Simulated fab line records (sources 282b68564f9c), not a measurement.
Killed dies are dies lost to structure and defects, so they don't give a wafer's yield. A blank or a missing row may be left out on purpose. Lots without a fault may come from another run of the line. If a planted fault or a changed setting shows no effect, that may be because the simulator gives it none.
fab line records	flow rit_cmos
[record] lots = 14	wafers = 42	last_day = 7
route steps=202 shown FOX1@20 FOX2@27 SILICIDE@165 M1@186
lots untouched by any fault: they come from a run of this same line in which no faults occurred
start_h: start of the lot's first displayed wafer, in hours after the record's first day	wait_h: how many hours have passed since the lot's step before this one	" same as the row above	L1.1+2: a single row standing in for several wafers	- either no value or no given start	* or withheld: withheld	< > ~ a bound
route shown NAME@n: NAME is a module with steps in the file, n the number in the route of the first one	usual: average and standard deviation across the fault-free wafers	same: alike in all rows	chamber/n: place in a boat	sites: per-site readings	_std_site: standard deviation across them	_edge_site: outer sites' mean less inner sites'	radius_mm: for every site, how far away it sits from the centre of the wafer	mask NAME#n: copy n	behind: the most recent tool/chamber to have shaped the wafer	hold: reason for holding the lot/hours on hold/outcome of the hold	device: transistor that didn't switch, given as n, p or np	end of line: the tests these same wafers got at the end of their route	step lacking rows: just its recipe	killed: not the wafer's yield, but the dies lost to structure and defects at the first sort	map: the dies of a wafer, with x for killed, . for not killed, _ for no die there
set.NAME: the run value of the setting; set.NAME@STEP: its run value at that earlier step	model.NAME: the simulator's own value behind a step, which no gauge read
steps of the route over a sample of lots; a table a step, a row a wafer
services: when a tool's chamber went out of use (start_h, in hours from the record's first day, below 0 if earlier), for how many hours, and the reason
[[steps]]
[step RIT_FOX1_OXIDATION_00]
[recipe] temp_c = 1100	ambient = H2O	target_thk_a = 3507	p_h2o_torr = 720	ox_time_s = 1130
[usual] ox_time_s = 1130/0
lot.wafer	tool	chamber	start_h	wait_h	ox_time_s
L986.1	furnace-04	0	22.44	0.6	1130
L986.3	"	0	"	"	1130
L986.6	"	0	"	"	1130
L987.3	furnace-03	0	26.30	0.0	1130
L987.4	"	0	"	"	1130
L987.5	"	0	"	"	1130
L988.2	furnace-04	0	34.60	3.5	1130
L988.5	"	0	"	"	1130
L988.6	"	0	"	"	1130
L991.2	furnace-04	0	47.66	0.4	1130
L991.3	"	0	"	"	1130
L991.6	"	0	"	"	1130
L992.3	furnace-04	0	53.46	2.2	1130
L992.5	"	0	"	"	1130
L992.6	"	0	"	"	1130
L993.1	furnace-03	0	58.78	1.0	1130
L993.2	"	0	"	"	1130
L993.3	"	0	"	"	1130
L996.1	furnace-03	0	70.98	0.5	904
L996.3	"	0	"	"	904
L996.4	"	0	"	"	904
L998.2	furnace-03	0	84.87	4.3	904
L998.5	"	0	"	"	904
L998.6	"	0	"	"	904
L999.1	furnace-04	0	91.20	0.0	1130
L999.5	"	0	"	"	1130
L999.6	"	0	"	"	1130
L102.3	furnace-04	0	107.60	1.8	1130
L102.4	"	0	"	"	1130
L102.5	"	0	"	"	1130
L103.2	furnace-04	0	107.60	1.6	1130
L103.5	"	0	"	"	1130
L103.6	"	0	"	"	1130
L104.1	furnace-04	0	112.78	1.6	1130
L104.3	"	0	"	"	1130
L104.5	"	0	"	"	1130
L105.1	furnace-04	0	119.49	0.1	1130
L105.5	"	0	"	"	1130
L105.6	"	0	"	"	1130
L107.1	furnace-04	0	126.61	0.3	1130
L107.2	"	0	"	"	1130
L107.4	"	0	"	"	1130
[step RIT_FOX1_THK_MEAS_01]
[recipe] reads = SiO2_of_FOX1_OXIDATION_00
[usual] FOX1_OXIDE_THK = 353/5.9
lot.wafer	tool	chamber	start_h	wait_h	FOX1_OXIDE_THK[nm]
L986.1	film_metro-01	-	23.75	0.0	341
L986.3	"	-	"	"	334
L986.6	"	-	"	"	344
L987.3	film_metro-02	-	27.64	0.0	360
L987.4	"	-	"	"	355
L987.5	"	-	"	"	357
L988.2	film_metro-02	-	35.93	0.0	348
L988.5	"	-	"	"	351
L988.6	"	-	"	"	352
L991.2	film_metro-01	-	48.99	0.0	347
L991.3	"	-	"	"	353
L991.6	"	-	"	"	348
L992.3	film_metro-02	-	54.79	0.0	344
L992.5	"	-	"	"	350
L992.6	"	-	"	"	347
L993.1	film_metro-01	-	60.10	0.0	357
L993.2	"	-	"	"	354
L993.3	"	-	"	"	357
L996.1	film_metro-02	-	72.30	0.0	312
L996.3	"	-	"	"	309
L996.4	"	-	"	"	309
L998.2	film_metro-01	-	86.19	0.0	306
L998.5	"	-	"	"	304
L998.6	"	-	"	"	307
L999.1	film_metro-01	-	92.52	0.0	355
L999.5	"	-	"	"	348
L999.6	"	-	"	"	353
L103.2	film_metro-02	-	108.93	0.0	356
L103.5	"	-	"	"	358
L103.6	"	-	"	"	355
L102.3	film_metro-03	-	108.94	0.0	362
L102.4	"	-	"	"	361
L102.5	"	-	"	"	359
L104.1	film_metro-01	-	114.10	0.0	347
L104.3	"	-	"	"	347
L104.5	"	-	"	"	351
L105.1	film_metro-03	-	120.81	0.0	353
L105.5	"	-	"	"	352
L105.6	"	-	"	"	349
L107.1	film_metro-03	-	127.92	0.0	356
L107.2	"	-	"	"	361
L107.4	"	-	"	"	360
[step RIT_FOX2_THK_MEAS_90]
[recipe] reads = SiO2_of_FOX2_OXIDATION_00
[usual] FIELD_OXIDE_LEFT_1_THK = 326/6.3
lot.wafer	tool	chamber	start_h	wait_h	FIELD_OXIDE_LEFT_1_THK[nm]
L986.1	film_metro-04	-	26.17	0.0	321
L986.3	"	-	"	"	324
L986.6	"	-	"	"	321
L987.3	film_metro-03	-	30.01	0.0	328
L987.4	"	-	"	"	334
L987.5	"	-	"	"	329
L988.2	film_metro-02	-	41.20	0.0	323
L988.5	"	-	"	"	321
L988.6	"	-	"	"	323
L991.2	film_metro-03	-	53.16	0.0	316
L991.3	"	-	"	"	315
L991.6	"	-	"	"	319
L992.3	film_metro-02	-	58.31	0.0	319
L992.5	"	-	"	"	322
L992.6	"	-	"	"	322
L993.1	film_metro-04	-	62.46	0.0	332
L993.2	"	-	"	"	336
L993.3	"	-	"	"	337
L996.1	film_metro-02	-	76.07	0.0	340
L996.3	"	-	"	"	336
L996.4	"	-	"	"	338
L998.2	film_metro-02	-	90.90	0.0	321
L998.5	"	-	"	"	315
L998.6	"	-	"	"	317
L999.1	film_metro-04	-	94.88	0.0	322
L999.5	"	-	"	"	320
L999.6	"	-	"	"	323
L103.2	film_metro-02	-	113.67	0.0	323
L103.5	"	-	"	"	325
L103.6	"	-	"	"	323
L102.3	film_metro-04	-	113.68	0.0	331
L102.4	"	-	"	"	331
L102.5	"	-	"	"	334
L104.1	film_metro-03	-	117.56	0.0	332
L104.3	"	-	"	"	330
L104.5	"	-	"	"	326
L105.1	film_metro-03	-	124.93	0.0	330
L105.5	"	-	"	"	325
L105.6	"	-	"	"	331
L107.1	film_metro-03	-	130.32	0.0	323
L107.2	"	-	"	"	326
L107.4	"	-	"	"	324
[step RIT_SILICIDE_RTA_04]
[recipe] temp_c = 650	time_s = 10	idle_temp_c = 25	ramp_up_s = 5	ramp_down_s = 5	cool_to_c = 25	ambient = N2
[usual] wafer_temp_C_max = 652.3/0.51
[same] time_s = 10
lot.wafer	tool	chamber	start_h	wait_h	wafer_temp_C_max
L986.1	rtp_anneal-02	0	62.82	0.1	651.4
L986.3	"	0	"	"	652.3
L986.6	"	0	"	"	651.7
L987.3	rtp_anneal-01	0	67.47	0.1	651.6
L987.4	"	0	"	"	651.7
L987.5	"	0	"	"	652.0
L988.2	rtp_anneal-02	0	75.25	0.1	652.2
L988.5	"	0	"	"	651.7
L988.6	"	0	"	"	651.7
L991.2	rtp_anneal-01	0	91.63	0.1	652.5
L991.3	"	0	"	"	651.7
L991.6	"	0	"	"	652.2
L992.3	rtp_anneal-02	0	94.39	0.1	652.2
L992.5	"	0	"	"	652.1
L992.6	"	0	"	"	651.8
L993.1	rtp_anneal-01	0	95.52	0.1	652.7
L993.2	"	0	"	"	652.1
L993.3	"	0	"	"	652.2
L996.1	rtp_anneal-02	0	109.77	0.1	652.0
L996.3	"	0	"	"	653.2
L996.4	"	0	"	"	652.9
L998.2	rtp_anneal-02	0	125.44	0.1	651.9
L998.5	"	0	"	"	652.5
L998.6	"	0	"	"	653.0
L999.1	rtp_anneal-02	0	137.09	0.1	651.9
L999.5	"	0	"	"	653.1
L999.6	"	0	"	"	652.5
L102.3	rtp_anneal-02	0	145.74	0.1	652.2
L102.4	"	0	"	"	652.8
L102.5	"	0	"	"	652.7
L103.2	rtp_anneal-01	0	148.80	0.1	652.1
L103.5	"	0	"	"	652.6
L103.6	"	0	"	"	652.2
L104.1	rtp_anneal-02	0	151.63	0.1	651.9
L104.3	"	0	"	"	651.9
L104.5	"	0	"	"	652.4
L105.1	rtp_anneal-01	0	156.96	0.1	652.5
L105.5	"	0	"	"	651.9
L105.6	"	0	"	"	652.1
L107.1	rtp_anneal-01	0	163.86	0.1	651.7
L107.2	"	0	"	"	651.6
L107.4	"	0	"	"	652.1
[step RIT_M1_THK_MEAS_02]
[recipe] thk_meas_gauge = xrf	reads = Al_of_M1_SPUTTER_00
[usual] M1_AL_THK = 389/5.2
lot.wafer	tool	chamber	start_h	wait_h	M1_AL_THK[nm]
L986.1	film_metro-04	-	65.94	0.1	400
L986.3	"	-	"	"	390
L986.6	"	-	"	"	394
L987.3	film_metro-04	-	70.28	0.1	387
L987.4	"	-	"	"	398
L987.5	"	-	"	"	395
L988.2	film_metro-04	-	78.14	0.1	395
L988.5	"	-	"	"	398
L988.6	"	-	"	"	392
L991.2	film_metro-04	-	94.61	0.1	400
L991.3	"	-	"	"	393
L991.6	"	-	"	"	389
L992.3	film_metro-04	-	97.34	0.1	383
L992.5	"	-	"	"	388
L992.6	"	-	"	"	383
L993.1	film_metro-01	-	98.33	0.1	386
L993.2	"	-	"	"	381
L993.3	"	-	"	"	381
L996.1	film_metro-01	-	112.84	0.1	386
L996.3	"	-	"	"	389
L996.4	"	-	"	"	387
L998.2	film_metro-02	-	128.42	0.1	388
L998.5	"	-	"	"	387
L998.6	"	-	"	"	385
L999.1	film_metro-01	-	139.90	0.1	386
L999.5	"	-	"	"	390
L999.6	"	-	"	"	383
L102.3	film_metro-02	-	148.89	0.1	381
L102.4	"	-	"	"	388
L102.5	"	-	"	"	383
L103.2	film_metro-04	-	151.70	0.1	391
L103.5	"	-	"	"	387
L103.6	"	-	"	"	392
L104.1	film_metro-02	-	155.16	0.1	387
L104.3	"	-	"	"	391
L104.5	"	-	"	"	388
L105.1	film_metro-01	-	159.87	0.1	386
L105.5	"	-	"	"	397
L105.6	"	-	"	"	388
L107.1	film_metro-01	-	167.11	0.1	387
L107.2	"	-	"	"	393
L107.4	"	-	"	"	383
[step RIT_M1_PROBE_99]
[usual] killed_at_M0_to_M3 = 0.0/0.2	killed_at_contacts = 0.0/0.2	killed_at_front_end = 6.8/2.9	killed_dies = 6.8/2.9	killed_open = 3.3/1.9	killed_short = 3.5/2
[same] gross_dies = 264	killed_at_M4_up = 0	killed_at_back_side = 0	killed_at_other = 0
lot.wafer	tool	chamber	start_h	wait_h	killed_at_M0_to_M3	killed_at_contacts	killed_at_front_end	killed_dies	killed_open	killed_short
L998.2	prober-02	-	132.41	0.1	0	0	8	8	5	3
L998.5	prober-02	-	132.56	0.2	0	0	7	7	4	3
L998.6	prober-02	-	132.61	0.2	0	0	1	1	1	0
L102.3	prober-02	-	153.97	0.2	0	0	4	4	4	0
L102.4	prober-02	-	154.02	0.2	0	0	8	8	3	5
L102.5	prober-02	-	154.07	0.2	0	0	9	9	6	3
// killed by level:class
L998.2 GATE:geometric_particle:open=3 GATE:geometric_particle:short=2 FOX1:geometric_particle:open=1 FOX2:geometric_particle:open=1 REOX:geometric_particle:short=1
L998.5 GATE:geometric_particle:open=4 GATE:geometric_particle:short=3
L998.6 SPACER:geometric_particle:open=1
L102.3 FOX1:geometric_particle:open=2 GATE:geometric_particle:open=1 REOX:geometric_particle:open=1
L102.4 GATE:geometric_particle:short=4 REOX:geometric_particle:open=3 SPACER:geometric_particle:short=1
L102.5 FOX1:geometric_particle:short=2 GATE:geometric_particle:open=2 SPACER:geometric_particle:open=2 FOX1:geometric_particle:open=1 REOX:geometric_particle:short=1 REOX:geometric_particle:open=1
[[services]]
tool	chamber	start_h	hours	kind
furnace-03	-	55.27	3.5	pm
rtp_anneal-02	-	68.27	5.3	pm
furnace-04	-	114.10	3.2	pm
[[key]]
[first_sign] step = RIT_FOX1_OXIDATION_00	reading = ox_time_s	direction = down	sigmas = 99+	usual = *	struck = *
[effect] step = RIT_FOX1_THK_MEAS_01	reading = FOX1_OXIDE_THK	direction = down	sigmas = 7.6	usual = 353	struck = 308
met_at RIT_FOX1_OXIDATION_00
struck_lots L996,L998
tester_left_out L996,L998
not_acting_at RIT_FOX2_THK_MEAS_90,RIT_SILICIDE_RTA_04,RIT_M1_THK_MEAS_02
onset_between 58.78 70.98
[fault] kind = process_parameter_drift	tool = furnace-03	chamber = -	onset_h = 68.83	steps = RIT_FOX1_OXIDATION_00	channel = ox_time_s	offset = *	shape = step	end_h = 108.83	acts_in = *	stated = *
// tester_left_out: of these lots the tester's yield and bins aren't shown, on N5 and GAA mostly nor the transistor test; their killed dies are dies lost to structure and defects alone, not to doping, threshold or leakage, so they don't give the yield
